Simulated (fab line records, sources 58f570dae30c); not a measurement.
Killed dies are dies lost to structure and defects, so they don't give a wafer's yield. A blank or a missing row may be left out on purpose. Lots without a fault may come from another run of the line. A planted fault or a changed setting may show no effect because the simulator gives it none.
Split-lot experiment | flow berkeley_cmos170 | 5 lots, 23 wafers read, on a route of 331 steps

THE SPLIT
At UCB170_ACTIVE_COAT_08 (resist thk 900 nm), the setting resist_thk_nm was moved away from the recipe's 900 nm on 8 of the 23 wafers read, by +2.8% to +5.3%. The other wafers ran this setting at the recipe's value.

The file shows no step between the split and the reading.

THE READING
KrF_of_ACTIVE_COAT_08.thk_nm (the simulator's own value, which no gauge read), in nm, at UCB170_ACTIVE_ETCH_15 (etches Si3N4 in CH3F/Ar/O2, stops on SiO2, target depth 242 nm, time 151 s). The file gives no usual value for it. The 15 wafers here that ran the recipe average 718.9 nm, standard deviation 9.7 nm.

wafer  | tool, chamber at the split | resist_thk_nm as run, nm | against the recipe | KrF_of_ACTIVE_COAT_08.thk_nm, nm | against lot-mates on the recipe
L074.2 | litho_track-01, 0          | 900                      | recipe             | 724.8                            | -
L074.3 | litho_track-01, 0          | 900                      | recipe             | 700.3                            | -
L074.4 | litho_track-01, 0          | 925                      | +2.8%              | 728.5                            | +16.0
L074.5 | litho_track-01, 0          | 925                      | +2.8%              | 749.6                            | +37.1
L074.6 | litho_track-01, 0          | 925                      | +2.8%              | 748.2                            | +35.7
L076.2 | litho_track-02, 0          | 900                      | recipe             | 726.8                            | -
L076.3 | litho_track-02, 0          | 900                      | recipe             | 725.1                            | -
L076.4 | litho_track-02, 0          | 900                      | recipe             | 724.8                            | -
L075.1 | litho_track-01, 0          | 900                      | recipe             | 723.2                            | -
L075.2 | litho_track-01, 0          | 945.1                    | +5.0%              | 792.8                            | +70.8
L075.4 | litho_track-01, 0          | 900                      | recipe             | 720.9                            | -
L075.5 | litho_track-01, 0          | 945.1                    | +5.0%              | 795.9                            | +73.9
L075.6 | litho_track-01, 0          | 945.1                    | +5.0%              | 769.2                            | +47.2
L077.1 | litho_track-03, 0          | 900                      | recipe             | 703.6                            | -
L077.2 | litho_track-03, 0          | 900                      | recipe             | 725.5                            | -
L077.3 | litho_track-03, 0          | 900                      | recipe             | 704.7                            | -
L077.4 | litho_track-03, 0          | 900                      | recipe             | 724.6                            | -
L077.6 | litho_track-03, 0          | 900                      | recipe             | 703.5                            | -
L085.1 | litho_track-01, 0          | 900                      | recipe             | 723.7                            | -
L085.2 | litho_track-01, 0          | 900                      | recipe             | 724.3                            | -
L085.3 | litho_track-01, 0          | 947.3                    | +5.3%              | 771.1                            | +46.0
L085.4 | litho_track-01, 0          | 900                      | recipe             | 727.2                            | -
L085.6 | litho_track-01, 0          | 947.3                    | +5.3%              | 771                              | +45.9

THE FIT
A straight line over all 23 wafers: KrF_of_ACTIVE_COAT_08.thk_nm changes by +11.5 nm for each +1% of resist_thk_nm; r = +0.91; the points scatter about the line by 11 nm.
The same after taking each lot's own level away (the mean of its wafers on the recipe; 23 wafers): +11 nm for each +1%; r = +0.93; scatter 9.9 nm.
On that fit, the largest move of resist_thk_nm shifts the reading by 58 nm.
The lots' own levels span 712.38 to 725.57 nm, that is 1.4 times the standard deviation above.
So the lot-to-lot level changes the slope little: the two slopes agree.
Check: with one of the wafers moved furthest among these (+5.3%) left out of the fit, the line predicts +60.4 nm for it against its lot-mates. It came out at +46 nm against them.

OTHER SPLITS ON THESE WAFERS
These wafers also went through other splits before the reading. Each is held against what the fit with the lots' levels taken away leaves over:
other split on the same wafers | wafers away from the commonest value | r with KrF_of_ACTIVE_COAT_08.thk_nm (lot level and that fit taken away)
UCB170_PWELL_CVD_05 temp_c     | 10                                   | -0.23

THE WHOLE CHAIN: every reading that the file lists as answering this split, in the file's order
step                   | what it does                                                               | reading                                                                       | change (the file's fit)              | r (the file's)
UCB170_ACTIVE_COAT_08  | resist thk 900 nm                                                          | KrF_of_ACTIVE_COAT_08.thk_nm (the simulator's own value, which no gauge read) | +8.99 nm for each +1% of the setting | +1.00
UCB170_ACTIVE_ETCH_15  | etches Si3N4 in CH3F/Ar/O2, stops on SiO2, target depth 242 nm, time 151 s | KrF_of_ACTIVE_COAT_08.thk_nm (the simulator's own value, which no gauge read) | +10.7 nm for each +1% of the setting | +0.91
UCB170_ACTIVE_STRIP_16 | strips in O2                                                               | strip_time_to_endpoint_s                                                      | withheld for each +1% of the setting | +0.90

THE FILE'S OWN FIT
KrF_of_ACTIVE_COAT_08.thk_nm changes by +10.7 nm for each +1% of resist_thk_nm, r = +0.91.
